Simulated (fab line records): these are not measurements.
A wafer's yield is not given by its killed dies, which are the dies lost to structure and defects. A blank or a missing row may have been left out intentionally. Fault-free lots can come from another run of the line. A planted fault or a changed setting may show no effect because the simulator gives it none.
A single fault, viewed from 2 desks || flow berkeley_cmos170 || what lay behind the numbers comes last; until then each desk has only its own

== DESK OF THE TOOL OWNER: furnace-01 ==
The tool's own readings at UCB170_FIELD_OXIDATION_01 (target thk 558.3 nm, ox time 7200 s): means of the sampled wafers that have a number, for each lot that ran on this tool. Marked OUT: a lot whose mean sits more than 4 standard deviations from the usual mean, which makes it out of limits; the brackets give that distance.
Columns: A = spike_tc_centre_C at UCB170_FIELD_OXIDATION_01, usual 1002.1 C; B = spike_tc_load_C at UCB170_FIELD_OXIDATION_01, usual 1026.3 C; C = spike_tc_source_C at UCB170_FIELD_OXIDATION_01, usual 1024.4 C; D = tube_center_temp_C at UCB170_FIELD_OXIDATION_01, usual 1000 C; E = tube_center_temp_C_max at UCB170_FIELD_OXIDATION_01, usual 1002.5
{"lot": "L848", "first seen here": "day 5 03:38", "A": 1000.4, "B": 1026.0, "C": 1025.4, "D": 1000, "E": 1002.5}
{"lot": "L850", "first seen here": "day 5 19:20", "A": 1000.7, "B": 1026.9, "C": 1025.5, "D": 1000, "E": 1002.3}
{"lot": "L851", "first seen here": "day 5 19:20", "A": 999.5, "B": 1026.9, "C": 1023.9, "D": 1000, "E": 1002.4}
{"lot": "L852", "first seen here": "day 6 07:01", "A": "1032.7 (+18) OUT", "B": "1057.8 (+16) OUT", "C": "1057.3 (+17) OUT", "D": "1032 (+99 or more) OUT", "E": "1034.3 (+79) OUT"}
{"lot": "L853", "first seen here": "day 6 07:01", "A": "1031.7 (+17) OUT", "B": "1058.8 (+16) OUT", "C": "1058.2 (+18) OUT", "D": "1032 (+99 or more) OUT", "E": "1034.5 (+80) OUT"}
{"lot": "L854", "first seen here": "day 6 07:01", "A": "1031.2 (+17) OUT", "B": "1059.4 (+17) OUT", "C": "1057.0 (+17) OUT", "D": "1032 (+99 or more) OUT", "E": "1034.8 (+81) OUT"}
This desk finds L852, L853, L854 out of limits, L852 being first, at day 6 07:01 (spike_tc_centre_C at UCB170_FIELD_OXIDATION_01). Within limits: L848, L850, L851.

== THE METROLOGY DESK ==
What the gauges read, lot by lot, whatever tool the lot ran on: means of the sampled wafers that have a number. Marked OUT: a lot whose mean sits more than 4 standard deviations from the usual mean, which makes it out of limits; the brackets give that distance.
Columns: A = FIELD_OXIDE_THK at UCB170_FIELD_THK_MEAS_02, usual 562 nm; B = FIELD_OXIDE_LEFT_1_THK at UCB170_FIELD_THK_MEAS_90, usual 446 nm; C = FIELD_OXIDE_LEFT_2_THK at UCB170_FIELD_THK_MEAS_91, usual 357 nm; D = cd_nm at UCB170_NSD_CD_MEAS_06, usual 1200.0 nm
{"lot": "L848", "first seen here": "day 5 06:38", "A": 576, "B": 457, "C": 369, "D": 1200.4}
{"lot": "L850", "first seen here": "day 5 22:20", "A": 549, "B": 432, "C": 343, "D": 1200.1}
{"lot": "L851", "first seen here": "day 5 22:20", "A": 566, "B": 450, "C": 361, "D": 1203.0}
{"lot": "L852", "first seen here": "day 6 10:02", "A": "688 (+11) OUT", "B": "571 (+11) OUT", "C": "482 (+11) OUT", "D": 1199.2}
{"lot": "L854", "first seen here": "day 6 10:02", "A": "677 (+10) OUT", "B": "559 (+10) OUT", "C": "469 (+10) OUT", "D": 1199.2}
{"lot": "L853", "first seen here": "day 6 10:07", "A": "666 (+9.4) OUT", "B": "549 (+9.4) OUT", "C": "461 (+9.4) OUT", "D": 1199.6}
{"lot": "L862", "first seen here": "day 8 14:43", "A": 577, "B": 458, "C": 370, "D": 1199.6}
{"lot": "L864", "first seen here": "day 8 23:42", "A": 568, "B": 450, "C": 362, "D": 1198.3}
{"lot": "L863", "first seen here": "day 8 23:43", "A": 567, "B": 449, "C": 361, "D": 1200.9}
{"lot": "L865", "first seen here": "day 8 23:46", "A": 578, "B": 459, "C": 372, "D": 1199.1}
{"lot": "L866", "first seen here": "day 9 13:14", "A": 565, "B": 448, "C": 361, "D": 1199.5}
{"lot": "L868", "first seen here": "day 10 01:05", "A": 563, "B": 447, "C": 359, "D": 1199.6}
{"lot": "L869", "first seen here": "day 10 09:25", "A": 550, "B": 434, "C": 346, "D": 1199.6}
{"lot": "L870", "first seen here": "day 10 09:25", "A": 543, "B": 425, "C": 337, "D": 1199.0}
{"lot": "L871", "first seen here": "day 10 15:10", "A": 570, "B": 455, "C": 367, "D": 1200.0}
This desk finds L852, L853, L854 out of limits, with the earliest case on L852 at day 6 10:02 (FIELD_OXIDE_THK at UCB170_FIELD_THK_MEAS_02). Within limits: L848, L850, L851, L862, L864, L863, L865, L866, L868, L869, L870, L871.

== ALL TOGETHER ==
The tool owner's desk had the chance to raise an alarm at day 6 07:01 on L852, L853, L854.
Metrology desk: alarm possible at day 6 10:02 on L852, L853, L854.
Every lot named ran UCB170_FIELD_OXIDATION_01 on furnace-01.

== WHAT THE SIMULATOR PUT IN ==
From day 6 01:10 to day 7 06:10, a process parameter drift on furnace-01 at UCB170_FIELD_OXIDATION_01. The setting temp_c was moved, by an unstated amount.
Shown lots that were struck: L852, L853, L854.
Delay (hours) between the fault's onset and each desk's first out-of-limits reading: 6 at the tool owner's desk, 9 at the metrology desk.
